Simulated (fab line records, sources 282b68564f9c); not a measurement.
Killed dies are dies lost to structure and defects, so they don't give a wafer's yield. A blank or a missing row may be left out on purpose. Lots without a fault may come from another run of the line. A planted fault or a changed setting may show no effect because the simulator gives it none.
Which tool did it? | flow rit_cmos | 14 lots, 42 wafers sampled, at 5 steps of a route of 202

WHAT THE GAUGES READ, wafer by wafer
RIT_ACTIVE_THK_MEAS_04. Usual: ACTIVE_NITRIDE_THK 150.5 nm, standard deviation 1.1.
lot  | measured    | on            | ACTIVE_NITRIDE_THK (nm) | flag
L336 | day 1 18:32 | film_metro-04 | 152.6 152.2 152.4       |
L338 | day 2 04:56 | film_metro-02 | 150.2 149.9 150.3       |
L339 | day 2 11:20 | film_metro-01 | 150.7 149.7 149.6       |
L340 | day 2 14:50 | film_metro-02 | 149.8 151.5 150.5       |
L341 | day 2 19:56 | film_metro-02 | 149.8 148.9 148.4       |
L344 | day 3 11:35 | film_metro-04 | 150.5 150.9 150.9       |
L345 | day 3 16:50 | film_metro-01 | 149.2 149.9 150.5       |
L350 | day 4 16:40 | film_metro-01 | 286.9 286.2 286.9       | OFF
L351 | day 4 22:23 | film_metro-01 | 285.4 284.4 285.9       | OFF
L352 | day 5 02:40 | film_metro-04 | 150.9 149.8 150.0       |
L353 | day 5 07:32 | film_metro-04 | 149.7 148.8 148.8       |
L354 | day 5 12:34 | film_metro-02 | 149.1 150.2 149.5       |
L355 | day 5 18:35 | film_metro-02 | 149.3 149.7 149.9       |
L358 | day 6 10:01 | film_metro-02 | 149.8 150.8 149.4       |

RIT_FOX2_THK_MEAS_91. Usual: FIELD_OXIDE_LEFT_2_THK 254 nm, standard deviation 7.7.
lot  | measured    | on            | FIELD_OXIDE_LEFT_2_THK (nm) | flag
L336 | day 2 15:13 | film_metro-03 | 268 269 269                 |
L338 | day 3 06:24 | film_metro-01 | 246 254 243                 |
L339 | day 3 08:34 | film_metro-03 | 243 249 245                 |
L340 | day 3 15:04 | film_metro-04 | 240 255 250                 |
L341 | day 3 18:12 | film_metro-04 | 258 261 256                 |
L344 | day 4 08:25 | film_metro-03 | 257 258 257                 |
L345 | day 4 12:27 | film_metro-01 | 258 251 258                 |
L352 | day 6 00:23 | film_metro-03 | 250 251 263                 |
L353 | day 6 04:54 | film_metro-01 | 254 264 257                 |
L354 | day 6 09:38 | film_metro-01 | 239 245 245                 |
L355 | day 6 14:31 | film_metro-03 | 251 258 254                 |
L358 | day 7 04:58 | film_metro-04 | 261 264 258                 |

WHICH TOOL RAN EACH LOT (tool, then ch and the chambers of the sampled wafers, then the start)
lot  | RIT_ACTIVE_CVD_03          | RIT_ACTIVE_ETCH_13                | RIT_PWELL_STRIP_09
L336 | lpcvd-01 ch 1, day 1 17:07 | rie_diel-04 ch 0,1,2, day 1 19:50 | plasma_asher-02 ch 0,1, day 2 05:22
L338 | lpcvd-01 ch 1, day 2 03:31 | rie_diel-02 ch 1,2, day 2 06:14   | plasma_asher-03 ch 0,1, day 2 15:14
L339 | lpcvd-02 ch 0, day 2 09:55 | rie_diel-04 ch 0,1, day 2 12:52   | plasma_asher-02 ch 0,1, day 2 20:24
L340 | lpcvd-02 ch 0, day 2 13:25 | rie_diel-04 ch 0,3, day 2 16:01   | plasma_asher-04 ch 0,1, day 3 05:41
L341 | lpcvd-01 ch 0, day 2 18:31 | rie_diel-02 ch 0,2,3, day 2 21:07 | plasma_asher-04 ch 0,1, day 3 07:44
L344 | lpcvd-02 ch 0, day 3 10:10 | rie_diel-02 ch 0,1,3, day 3 12:53 | plasma_asher-02 ch 0,1, day 3 22:17
L345 | lpcvd-01 ch 0, day 3 15:25 | rie_diel-02 ch 1,2,3, day 3 18:01 | plasma_asher-02 ch 0,1, day 4 02:28
L350 | lpcvd-01 ch 1, day 4 15:13 | rie_diel-01 ch 0,1, day 4 18:02   | -
L351 | lpcvd-01 ch 1, day 4 20:58 | rie_diel-01 ch 0,2,3, day 4 23:41 | -
L352 | lpcvd-01 ch 0, day 5 01:14 | rie_diel-01 ch 1,2, day 5 04:13   | plasma_asher-02 ch 0,1, day 5 13:52
L353 | lpcvd-02 ch 1, day 5 06:07 | rie_diel-02 ch 0,1,2, day 5 08:43 | plasma_asher-02 ch 0,1, day 5 18:55
L354 | lpcvd-01 ch 0, day 5 11:08 | rie_diel-02 ch 0,3, day 5 13:51   | plasma_asher-04 ch 0,1, day 5 23:55
L355 | lpcvd-02 ch 0, day 5 17:11 | rie_diel-02 ch 1,2,3, day 5 19:47 | plasma_asher-03 ch 0,1, day 6 04:19
L358 | lpcvd-02 ch 1, day 6 08:36 | rie_diel-04 ch 0,1,3, day 6 11:19 | plasma_asher-03 ch 0,1, day 6 19:08
- RIT_ACTIVE_CVD_03: deposits Si3N4 from SiH2Cl2/NH3, target thk 150 nm, time 1500 s.
- RIT_ACTIVE_ETCH_13: etches Si3N4 in SF6, stops on SiO2, time 210 s, target depth 210 nm.
- RIT_PWELL_STRIP_09: strips in O2, time 180 s.

WHAT THE TOOLS THEMSELVES READ (means of the sampled wafers that have a number; where no wafer has one, the mark that the record gives instead)
RIT_ACTIVE_ETCH_13. Usual: drypump_motor_current_A 5.7 A, standard deviation 0.52; oes_product_au 0.821 a.u., standard deviation 0.015; throttle_valve_pct 7.43 %, standard deviation 0.13.
lot  | tool        | drypump_motor_current_A (A) | oes_product_au (a.u.) | throttle_valve_pct (%) | flag
L336 | rie_diel-04 | 5.3                         | 0.826                 | 7.47                   |
L338 | rie_diel-02 | 5.0                         | 0.817                 | 7.35                   |
L339 | rie_diel-04 | 5.1                         | 0.809                 | 7.43                   |
L340 | rie_diel-04 | 5.5                         | 0.808                 | 7.42                   |
L341 | rie_diel-02 | 5.9                         | 0.821                 | 7.48                   |
L344 | rie_diel-02 | 5.8                         | 0.822                 | 7.54                   |
L345 | rie_diel-02 | 5.5                         | 0.817                 | 7.43                   |
L350 | rie_diel-01 | 6.1                         | 1.014                 | 7.49                   | OFF
L351 | rie_diel-01 | 5.9                         | 1.000                 | 7.41                   | OFF
L352 | rie_diel-01 | 5.9                         | 0.816                 | 7.39                   |
L353 | rie_diel-02 | 5.5                         | 0.829                 | 7.40                   |
L354 | rie_diel-02 | 6.3                         | 0.810                 | 7.61                   |
L355 | rie_diel-02 | 5.5                         | 0.812                 | 7.43                   |
L358 | rie_diel-04 | 5.6                         | 0.809                 | 7.39                   |

RIT_PWELL_STRIP_09. Usual: drypump_motor_current_A 5.55 A, standard deviation 0.21.
lot  | tool            | drypump_motor_current_A (A) | flag
L336 | plasma_asher-02 | 5.69                        |
L338 | plasma_asher-03 | 5.29                        |
L339 | plasma_asher-02 | 5.71                        |
L340 | plasma_asher-04 | 5.71                        |
L341 | plasma_asher-04 | 5.68                        |
L344 | plasma_asher-02 | 5.69                        |
L345 | plasma_asher-02 | 5.60                        |
L352 | plasma_asher-02 | 5.57                        |
L353 | plasma_asher-02 | 5.62                        |
L354 | plasma_asher-04 | 5.62                        |
L355 | plasma_asher-03 | 5.42                        |
L358 | plasma_asher-03 | 5.41                        |

THE ANSWER, worked out from the rows above alone
Rule: a lot is off if the mean of its wafers that have a number lies more than 3 standard deviations from the usual mean. A lot without any number at a reading at which 4 lots or more have one is off too. The other lots that the step has rows for count as sound. The gauges are gone through in route order, then the tools' own readings, and for those a lot's mean is taken as printed above. The first step at which some lot is off is used, and at that step the reading that is off furthest; a lot without a number counts as furthest.
Off: L350, L351, at RIT_ACTIVE_THK_MEAS_04 (ACTIVE_NITRIDE_THK).
A tool fits if, at a process step before that reading, it ran every lot that is off, and no sound lot after the first of them. The gauges at RIT_ACTIVE_THK_MEAS_04 aren't tried: what is off there is off at RIT_ACTIVE_ETCH_13 too, on other tools, and a gauge's error can't cause that. None of those tried fits.

WHAT THE SIMULATOR HAD PUT IN
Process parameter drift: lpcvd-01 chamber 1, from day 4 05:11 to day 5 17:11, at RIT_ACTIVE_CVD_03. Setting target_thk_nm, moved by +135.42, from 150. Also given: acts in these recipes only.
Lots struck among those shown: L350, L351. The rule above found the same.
